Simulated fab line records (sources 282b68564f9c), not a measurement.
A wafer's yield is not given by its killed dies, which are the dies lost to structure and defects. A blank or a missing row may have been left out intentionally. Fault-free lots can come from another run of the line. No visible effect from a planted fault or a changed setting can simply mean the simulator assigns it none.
Which of the tools did it? :: flow rit_cmos :: Sampling: 6 lots, 18 wafers, 3 of 202 route steps

WHAT THE GAUGES SHOWED, per wafer
RIT_PLDD_OVL_MEAS_06.
lot: L471
measured: day 2 23:24
on: overlay-01
PLDD_OVL (nm): -2.0 -0.4 -1.7

lot: L473
measured: day 3 10:47
on: overlay-01
PLDD_OVL (nm): 0.3 0.6 -0.1

lot: L476
measured: day 4 02:58
on: overlay-01
PLDD_OVL (nm): -3.0 -1.5 -2.0

lot: L486
measured: day 6 02:54
on: overlay-01
PLDD_OVL (nm): 2.0 0.3 2.8

lot: L489
measured: day 6 19:28
on: overlay-01
PLDD_OVL (nm): 3.1 1.3 2.5

lot: L492
measured: day 7 12:04
on: overlay-01
PLDD_OVL (nm): 0.1 -0.7 -0.1

EACH LOT AND THE TOOL THAT RAN IT (in order: tool; ch and the chambers of the sampled wafers; start)
lot: L471
RIT_GATE_ETCH_19: rie_si-02 ch 0,2, day 2 17:44
RIT_PLDD_EXPOSE_03: iline_stepper-02 ch 0, day 2 23:02

lot: L473
RIT_GATE_ETCH_19: rie_si-02 ch 1,2, day 3 03:59
RIT_PLDD_EXPOSE_03: iline_stepper-01 ch 0, day 3 10:23

lot: L476
RIT_GATE_ETCH_19: rie_si-01 ch 1,2,3, day 3 21:04
RIT_PLDD_EXPOSE_03: iline_stepper-02 ch 0, day 4 02:36

lot: L486
RIT_GATE_ETCH_19: rie_si-01 ch 0,1,3, day 5 20:51
RIT_PLDD_EXPOSE_03: iline_stepper-01 ch 0, day 6 02:32

lot: L489
RIT_GATE_ETCH_19: rie_si-02 ch 2,3, day 6 13:42
RIT_PLDD_EXPOSE_03: iline_stepper-01 ch 0, day 6 19:04

lot: L492
RIT_GATE_ETCH_19: rie_si-01 ch 1,3, day 7 05:37
RIT_PLDD_EXPOSE_03: iline_stepper-01 ch 0, day 7 11:41
- RIT_GATE_ETCH_19: etches poly-Si in SF6/CHF3/O2, stops on SiO2, time 165 s, target depth 312.5 nm.
- RIT_PLDD_EXPOSE_03: exposes mask M8, target cd 40900 nm.

THE ANSWER, worked out from the rows above alone
Rule: the lots themselves supply what counts as usual. Put in order of their means at a reading, lots are off if they are a third of the lots or fewer, leave a main group of 4 or more, and stand apart from it by a gap of 3 or more times the standard deviation of the main group's means; of several such gaps the widest counts. Not used: any main group whose means are identical at the precision the tables above print for the reading. A lot without any number at a reading at which 4 lots or more have one is off too. All remaining lots with rows at the step are treated as sound.
No lot is off on any of the readings shown, so nothing can be concluded from this.

WHAT THE SIMULATOR PUT IN
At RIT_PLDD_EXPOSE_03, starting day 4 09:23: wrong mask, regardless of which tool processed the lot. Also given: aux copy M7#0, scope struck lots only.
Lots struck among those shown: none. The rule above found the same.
